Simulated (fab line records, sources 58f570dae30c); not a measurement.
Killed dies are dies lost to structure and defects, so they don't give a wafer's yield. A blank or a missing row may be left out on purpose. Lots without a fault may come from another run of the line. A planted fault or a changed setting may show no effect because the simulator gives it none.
fab line records | flow berkeley_cmos170
record lots=14 wafers=42 last_day=11
route steps=331 shown START@1 NWELL@27 V2@294
lots that met no fault: from a run of the same line without faults
start_h: hours from the record's first day to the start of the lot's first wafer shown | wait_h: hours since the lot's step before | " the same as in the row above | L1.1+2: a row that stands for several wafers | - no value, or no start given | * or withheld: withheld | < > ~ a bound
route shown NAME@n: a module of which the file shows steps, and the number in the route of the first | usual: mean/standard deviation of fault-free wafers | same: alike in all rows | chamber/n: place in a boat | sites: the reading at each site | _std_site: their standard deviation | _edge_site: outer sites' mean less inner sites' | radius_mm: how far each site lies from the wafer's centre | mask NAME#n: copy n | behind: the tool/chamber that last shaped the wafer | hold: why the lot was held/for how many hours/how that ended | device: the transistor (n, p or np) that didn't switch | end of line: the same wafers' tests at the end of the route | a step without rows: its recipe alone | killed: dies lost to structure and defects at the first sort, not the wafer's yield | map: a wafer's dies, x killed, . not, _ none there
set.NAME: the setting as run; set.NAME@STEP: as run at that earlier step | model.NAME: the simulator's own value behind a step, which no gauge read
steps of the route over a sample of lots; a table a step, a row a wafer
services: from which hour (start_h, from the record's first day; less than 0 if before it) a tool's chamber was out of use, for how many hours, and why
## steps
# step UCB170_START_BOW_MEAS_00
# recipe mode=bow
# usual INCOMING_BOW=-1/7.1
# columns lot.wafer tool chamber start_h wait_h INCOMING_BOW[um]
L328.1 film_metro-01 - 10.00 - -10
L328.3 " - " " -3
L328.4 " - " " -1
L329.1 film_metro-02 - 15.00 - 2
L329.3 " - " " 1
L329.4 " - " " -4
L331.2 film_metro-01 - 25.02 - 18
L331.4 " - " " 5
L331.5 " - " " 3
L332.1 film_metro-04 - 30.00 - -6
L332.3 " - " " -14
L332.6 " - " " -6
L334.3 film_metro-02 - 40.04 - 7
L334.4 " - " " -10
L334.5 " - " " -4
L335.2 film_metro-04 - 45.02 - 8
L335.4 " - " " 3
L335.5 " - " " 6
L336.2 film_metro-01 - 50.02 - -4
L336.3 " - " " -13
L336.5 " - " " -11
L342.2 film_metro-02 - 80.02 - 6
L342.5 " - " " 8
L342.6 " - " " 9
L344.1 film_metro-04 - 90.00 - 0
L344.3 " - " " 4
L344.6 " - " " -5
L345.2 film_metro-02 - 95.02 - -8
L345.5 " - " " 3
L345.6 " - " " 3
L346.2 film_metro-04 - 100.02 - 8
L346.3 " - " " -2
L346.6 " - " " 5
L347.1 film_metro-02 - 105.00 - -5
L347.5 " - " " -1
L347.6 " - " " -10
L348.2 film_metro-02 - 110.02 - -12
L348.3 " - " " -9
L348.6 " - " " 1
L351.2 film_metro-01 - 125.02 - -3
L351.5 " - " " -11
L351.6 " - " " 6
# step UCB170_NWELL_ETCH_13
# recipe chemistry=CH3F/Ar/O2 target=Si3N4 stop_on=SiO2 CH3F_flow_sccm=20 Ar_flow_sccm=50 O2_flow_sccm=7 pressure_mtorr=50 rf_w=450 target_depth_a=2464 over_etch_frac=0.1 time_s=154
# usual drypump_motor_current_A=5.6/0.4 oes_product_au=0.939/0.013 throttle_valve_pct=8.05/0.095
# columns lot.wafer tool chamber start_h wait_h drypump_motor_current_A oes_product_au rf_hours_counter_h throttle_valve_pct
L328.1 rie_diel-02 2 30.39 0.0 4.8 0.927 2 8.16
L328.3 " 0 " " 5.6 0.954 119 8.08
L328.4 " 3 " " 5.4 0.923 101 7.97
L329.1 rie_diel-04 0 37.86 0.0 6.1 0.954 115 7.92
L329.3 " 3 " " 6.2 0.944 72 8.04
L329.4 " 2 " " 5.5 0.954 162 7.96
L331.2 rie_diel-02 2 50.12 0.0 4.8 0.930 3 8.16
L331.4 " 3 " " 5.4 0.921 102 7.96
L331.5 " 0 " " 5.6 0.958 - 8.09
L332.1 rie_diel-02 2 54.50 0.0 4.8 0.933 3 8.16
L332.3 " 1 " " 5.5 0.934 17 8.11
L332.6 " 3 " " 5.4 0.918 - 7.96
L334.3 rie_diel-03 0 64.93 0.0 5.7 0.947 91 7.82
L334.4 " 3 " " 6.0 0.960 76 8.14
L334.5 " 1 " " 5.9 0.951 - 8.04
L335.2 rie_diel-02 3 65.04 0.0 5.4 0.937 103 7.97
L335.4 " 1 " " 5.5 0.948 17 8.14
L335.5 " 3 " " 5.4 0.925 - 7.97
L336.2 rie_diel-02 3 74.72 0.0 5.4 0.932 103 7.94
L336.3 " 2 " " 4.9 0.935 3 8.16
L336.5 " 2 " " 4.9 0.928 - 8.17
L342.2 rie_diel-02 2 100.33 0.0 4.8 0.928 5 8.17
L342.5 " 3 " " 5.4 0.928 - 7.97
L342.6 " 2 " " 4.8 0.926 - 8.16
L344.1 rie_diel-04 1 115.92 0.0 5.6 0.923 157 8.13
L344.3 " 3 " " 6.2 0.926 76 8.03
L344.6 " 1 " " 5.6 0.916 - 8.16
L346.2 rie_diel-02 2 118.67 0.0 4.8 0.927 5 8.17
L346.3 " 3 " " 5.4 0.921 105 7.95
L346.6 " 3 " " 5.4 0.933 - 7.96
L345.2 rie_diel-03 3 118.91 0.0 6.0 0.957 78 8.12
L345.5 " 2 " " 6.2 0.939 - 8.08
L345.6 " 3 " " 6.0 0.953 - 8.14
L347.1 rie_diel-02 3 126.68 0.0 5.4 0.930 105 7.95
L347.5 " 2 " " 4.8 0.948 - 8.17
L347.6 " 3 " " 5.4 0.933 - 7.95
L348.2 rie_diel-04 3 132.87 0.0 6.2 0.929 77 8.01
L348.3 " 1 " " 5.6 0.933 158 8.12
L348.6 " 0 " " 6.1 0.944 - 7.94
L351.2 rie_diel-03 1 149.23 0.0 6.0 0.938 2 8.01
L351.5 " 2 " " 6.2 0.940 - 8.07
L351.6 " 1 " " 6.0 0.944 - 8.01
# step UCB170_V2_CMP_02
# recipe material=SiO2 down_force_psi=6 platen_rpm=60 pad_velocity_m_s=0.75398
# usual motor_current_A=15.0/1.4
# columns lot.wafer tool chamber start_h wait_h motor_current_A
L328.3 cmp-02 3 168.85 0.0 16.7
L328.4 " 0 " " 13.8
L328.1 " 2 " " 14.1
L329.1 cmp-01 2 176.62 0.1 14.1
L329.3 " 3 " " 17.7
L329.4 " 0 " " 13.9
L331.2 cmp-02 0 180.12 0.1 14.0
L331.4 " 1 " " 15.7
L331.5 " 2 " " 12.9
L332.3 cmp-02 0 197.10 0.1 13.8
L332.1 " 1 " " 16.4
L332.6 " 3 " " 16.3
L334.4 cmp-01 2 197.65 0.1 13.8
L334.3 " 0 " " 14.0
L334.5 " 2 " " 14.5
L335.2 cmp-02 3 198.15 0.0 16.2
L335.4 " 0 " " 15.3
L335.5 " 0 " " 14.3
L336.3 cmp-02 3 205.00 0.0 15.8
L336.2 " 2 " " 13.5
L336.5 " 0 " " 14.2
L342.2 cmp-01 1 228.22 0.1 14.3
L342.6 " 0 " " 13.4
L342.5 " 1 " " 15.5
L346.3 cmp-02 1 244.45 0.0 16.4
L346.2 " 3 " " 16.5
L346.6 " 1 " " 16.0
L344.3 cmp-01 0 244.69 0.0 14.2
L344.1 " 1 " " 15.3
L344.6 " 0 " " 13.3
L345.2 cmp-02 1 245.22 0.1 16.7
L345.5 " 3 " " 15.9
L345.6 " 0 " " 13.9
L348.2 cmp-02 3 255.72 0.1 15.8
L348.3 " 0 " " 14.2
L348.6 " 1 " " 16.0
L347.1 cmp-02 0 255.97 0.1 14.2
L347.6 " 3 " " 16.2
L347.5 " 0 " " 13.8
L351.2 cmp-02 3 268.43 0.1 16.5
L351.6 " 2 " " 12.9
L351.5 " 3 " " 17.1
# step UCB170_V2_THK_MEAS_04
# recipe reads=SiO2_of_V2_CVD_00
# usual V2_POLISHED_THK=999.0/1.1
# columns lot.wafer tool chamber start_h wait_h V2_POLISHED_THK[nm]
L328.1 film_metro-01 - 169.27 0.1 999.3
L328.3 " - " " 999.5
L328.4 " - " " 998.1
L329.1 film_metro-01 - 177.04 0.1 1000.8
L329.3 " - " " 1000.4
L329.4 " - " " 999.0
L331.2 film_metro-01 - 180.45 0.1 999.3
L331.4 " - " " 999.6
L331.5 " - " " 1000.5
L332.1 film_metro-03 - 197.47 0.1 999.1
L332.3 " - " " 999.3
L332.6 " - " " 1000.4
L334.3 film_metro-01 - 198.04 0.1 999.5
L334.4 " - " " 1000.8
L334.5 " - " " 1000.1
L335.2 film_metro-03 - 198.58 0.1 997.3
L335.4 " - " " 999.9
L335.5 " - " " 999.4
L336.2 film_metro-03 - 205.43 0.1 998.0
L336.3 " - " " 998.2
L336.5 " - " " 999.2
L342.2 film_metro-01 - 228.60 0.1 996.8
L342.5 " - " " 998.2
L342.6 " - " " 748.0
L346.2 film_metro-04 - 244.88 0.1 997.9
L346.3 " - " " 997.8
L346.6 " - " " 999.3
L344.1 film_metro-04 - 245.11 0.1 997.8
L344.3 " - " " 749.1
L344.6 " - " " 748.0
L345.2 film_metro-01 - 245.55 0.1 997.9
L345.5 " - " " 998.6
L345.6 " - " " 999.9
L348.2 film_metro-04 - 256.05 0.1 997.8
L348.3 " - " " 998.4
L348.6 " - " " 997.3
L347.1 film_metro-04 - 256.34 0.1 1000.9
L347.5 " - " " 999.6
L347.6 " - " " 1000.1
L351.2 film_metro-01 - 268.83 0.1 999.7
L351.5 " - " " 1000.1
L351.6 " - " " 1000.0
# step UCB170_V2_ETCH_14
# recipe chemistry=CHF3/CF4/Ar target=SiO2 stop_on=Al CHF3_flow_sccm=45 cf4_flow_sccm=15 Ar_flow_sccm=150 pressure_mtorr=200 rf_w=700 target_depth_a=12500 over_etch_frac=0.25 time_s=291
# usual drypump_motor_current_A=5.93/0.27 oes_product_au=0.875/0.0083 throttle_valve_pct=6.95/0.11
# columns lot.wafer tool chamber start_h wait_h drypump_motor_current_A oes_product_au rf_hours_counter_h throttle_valve_pct
L328.1 rie_diel-01 0 170.95 0.0 5.80 0.864 10 6.99
L328.3 " 1 " " 6.48 0.878 8 7.07
L328.4 " 3 " " 5.53 0.873 152 6.98
L329.1 rie_diel-03 3 179.96 0.0 5.94 0.887 81 7.02
L329.3 " 1 " " 5.94 0.864 3 6.93
L329.4 " 0 " " 5.72 0.886 96 6.77
L331.2 rie_diel-04 2 182.92 0.0 5.50 0.869 2 6.85
L331.4 " 2 " " 5.52 0.870 - 6.84
L331.5 " 1 " " 5.64 0.879 - 7.03
L332.1 rie_diel-01 2 198.76 0.0 5.91 0.862 8 7.16
L332.3 " 1 " " 6.53 0.880 9 7.08
L332.6 " 0 " " 5.81 0.873 - 6.98
L334.3 rie_diel-04 3 199.55 0.0 6.16 0.865 80 6.92
L334.4 " 1 " " 5.63 0.870 2 7.01
L334.5 " 2 " " 5.52 0.872 - 6.84
L335.2 rie_diel-03 0 200.15 0.0 5.76 0.875 97 6.75
L335.4 " 3 " " 5.98 0.896 83 7.03
L335.5 " 0 " " 5.75 0.875 - 6.76
L336.2 rie_diel-03 0 210.88 0.0 5.75 0.876 98 6.75
L336.3 " 1 " " 5.95 0.872 5 6.96
L336.5 " 1 " " 5.98 0.860 - 6.96
L342.2 rie_diel-01 2 230.29 0.0 5.96 0.875 10 7.15
L342.5 " 1 " " 6.51 0.873 - 7.07
L342.6 " 0 " " 5.85 0.741 - 6.96
L346.2 rie_diel-01 2 246.51 0.0 5.93 0.868 11 7.16
L346.3 " 1 " " 6.54 0.875 12 7.06
L346.6 " 2 " " 5.94 0.879 - 7.16
L344.1 rie_diel-03 1 246.75 0.0 5.97 0.871 7 6.97
L344.3 " 2 " " 6.20 0.752 44 6.94
L344.6 " 0 " " 5.74 0.747 - 6.74
L345.2 rie_diel-01 2 248.16 0.0 5.89 0.872 11 7.15
L345.5 " 1 " " 6.48 0.870 - 7.08
L345.6 " 0 " " 5.88 0.871 - 6.99
L348.2 rie_diel-03 1 258.44 0.0 5.95 0.866 8 6.95
L348.3 " 0 " " 5.77 0.872 101 6.74
L348.6 " 3 " " 5.99 0.892 - 7.02
L347.1 rie_diel-04 3 258.72 0.0 6.19 0.872 83 6.92
L347.5 " 3 " " 6.21 0.867 - 6.92
L347.6 " 0 " " 6.14 0.879 - 6.84
L351.2 rie_diel-04 2 270.28 0.0 5.51 0.867 7 6.86
L351.5 " 2 " " 5.50 0.869 - 6.85
L351.6 " 1 " " 5.64 0.880 - 7.02
# step UCB170_V2_STRIP_15
# recipe chemistry=O2 power_w=400 pressure_mtorr=3500 platen_temp_c=withheld o2_flow_sccm=400 overash_fraction=0.5
# usual drypump_motor_current_A=5.6/0.36 o2_flow_sccm=400.3/1.1 oes_product_au=0.722/0.0046 strip_time_to_endpoint_s=15.37/0.17
# same overash_fraction=0.5
# columns lot.wafer tool chamber start_h wait_h drypump_motor_current_A o2_flow_sccm oes_product_au rf_hours_counter_h strip_time_to_endpoint_s
L328.1 plasma_asher-04 0 171.13 0.1 5.1 399.9 0.725 35 15.60
L328.3 " 1 " " 5.5 401.4 0.720 - 15.40
L328.4 " 0 " " 5.1 400.0 0.721 - 15.09
L329.1 plasma_asher-04 1 180.14 0.1 5.5 400.3 0.719 36 15.61
L329.3 " 1 " " 5.5 400.8 0.720 - 15.56
L329.4 " 0 " " 5.0 401.4 0.715 - 15.47
L331.2 plasma_asher-01 0 183.10 0.1 5.4 399.2 0.733 52 15.38
L331.4 " 1 " " 5.6 398.8 0.714 - 15.34
L331.5 " 0 " " 5.4 402.3 0.726 - 15.26
L332.1 plasma_asher-03 1 198.94 0.1 6.1 398.5 0.723 9 15.30
L332.3 " 1 " " 6.0 398.9 0.729 - 15.38
L332.6 " 0 " " 6.1 400.5 0.728 - 15.65
L334.3 plasma_asher-04 1 199.76 0.1 5.5 399.9 0.712 - 15.46
L334.4 " 0 " " 5.0 399.8 0.721 - 15.42
L334.5 " 1 " " 5.5 399.8 0.731 - 15.48
L335.2 plasma_asher-03 1 200.33 0.1 6.0 401.2 0.716 9 15.26
L335.4 " 1 " " 6.0 399.8 0.726 - 15.53
L335.5 " 1 " " 6.1 399.7 0.717 - 15.43
L336.2 plasma_asher-04 0 211.06 0.1 5.0 400.4 0.720 40 15.30
L336.3 " 0 " " 5.0 401.7 0.719 - 15.66
L336.5 " 1 " " 5.5 401.2 0.730 - 15.61
L342.2 plasma_asher-01 0 230.47 0.1 5.4 400.1 0.720 58 15.31
L342.5 " 0 " " 5.4 400.2 0.724 - 15.28
L342.6 " 1 " " 5.6 399.7 0.724 - 15.58
L346.2 plasma_asher-04 1 246.69 0.1 5.5 400.9 0.725 44 15.42
L346.3 " 0 " " 5.0 398.7 0.724 - 15.33
L346.6 " 0 " " 5.1 398.6 0.722 - 15.49
L344.1 plasma_asher-01 1 246.93 0.1 5.6 400.3 0.726 61 15.46
L344.3 " 1 " " 5.6 401.1 0.725 - 15.32
L344.6 " 0 " " 5.4 401.1 0.718 - 15.26
L345.2 plasma_asher-03 1 248.34 0.1 6.0 399.9 0.722 15 15.41
L345.5 " 1 " " 6.0 402.4 0.718 - 15.34
L345.6 " 0 " " 6.1 400.5 0.722 - 15.72
L348.2 plasma_asher-01 1 258.62 0.1 5.6 401.5 0.731 62 15.53
L348.3 " 0 " " 5.4 400.2 0.720 - 15.33
L348.6 " 0 " " 5.4 401.3 0.725 - 15.62
L347.1 plasma_asher-04 1 258.90 0.1 5.5 398.5 0.715 46 15.22
L347.5 " 1 " " 5.5 399.5 0.722 - 15.23
L347.6 " 0 " " 5.1 399.9 0.725 - 15.06
L351.2 plasma_asher-01 1 270.46 0.1 5.6 400.4 0.723 64 15.34
L351.5 " 0 " " 5.4 400.5 0.729 - 15.38
L351.6 " 1 " " 5.7 400.1 0.716 - 15.16
## services
# columns tool chamber start_h hours kind
rie_diel-04 1 28.71 8.7 repair
rie_diel-01 2 40.15 5.3 repair
rie_diel-01 1 57.73 2.8 repair
rie_diel-03 - 63.90 1.0 repair
cmp-02 - 64.00 4.0 pm
rie_diel-01 3 67.65 4.7 repair
cmp-02 - 123.61 1.0 repair
cmp-02 - 129.03 5.4 pm
plasma_asher-04 - 133.67 2.8 pm
cmp-02 - 136.37 5.6 pm
rie_diel-03 - 153.92 0.5 repair
cmp-02 - 154.32 0.9 repair
rie_diel-01 - 165.83 0.5 repair
rie_diel-04 0 180.42 4.6 repair
rie_diel-04 3 206.57 12.4 repair
rie_diel-03 3 214.04 4.2 repair
rie_diel-02 0 221.58 10.5 repair
rie_diel-04 3 223.41 2.8 repair
rie_diel-02 1 240.30 14.9 repair
rie_diel-02 0 242.12 8.2 repair
rie_diel-03 3 243.86 3.6 repair
rie_diel-03 1 260.39 7.2 repair
rie_diel-03 3 269.46 4.6 repair
rie_diel-03 - 270.34 2.8 pm
## key
first_sign step=UCB170_V2_THK_MEAS_04 reading=V2_POLISHED_THK direction=down sigmas=99+ usual=999.0 struck=748.4
effect step=UCB170_V2_ETCH_14 reading=oes_product_au direction=down sigmas=15 usual=0.875 struck=0.747
met_at UCB170_V2_CMP_02
struck_lots L342,L344
struck_wafers L342.6,L344.3,L344.6
not_acting_at UCB170_START_BOW_MEAS_00,UCB170_NWELL_ETCH_13,UCB170_V2_STRIP_15
onset_between 197.65 228.22
fault kind=process_parameter_drift tool=cmp-01 chamber=0 onset_h=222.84 steps=UCB170_V2_CMP_02 channel=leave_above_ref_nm offset=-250 shape=step end_h=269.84 acts_in=these_recipes_only stated=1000
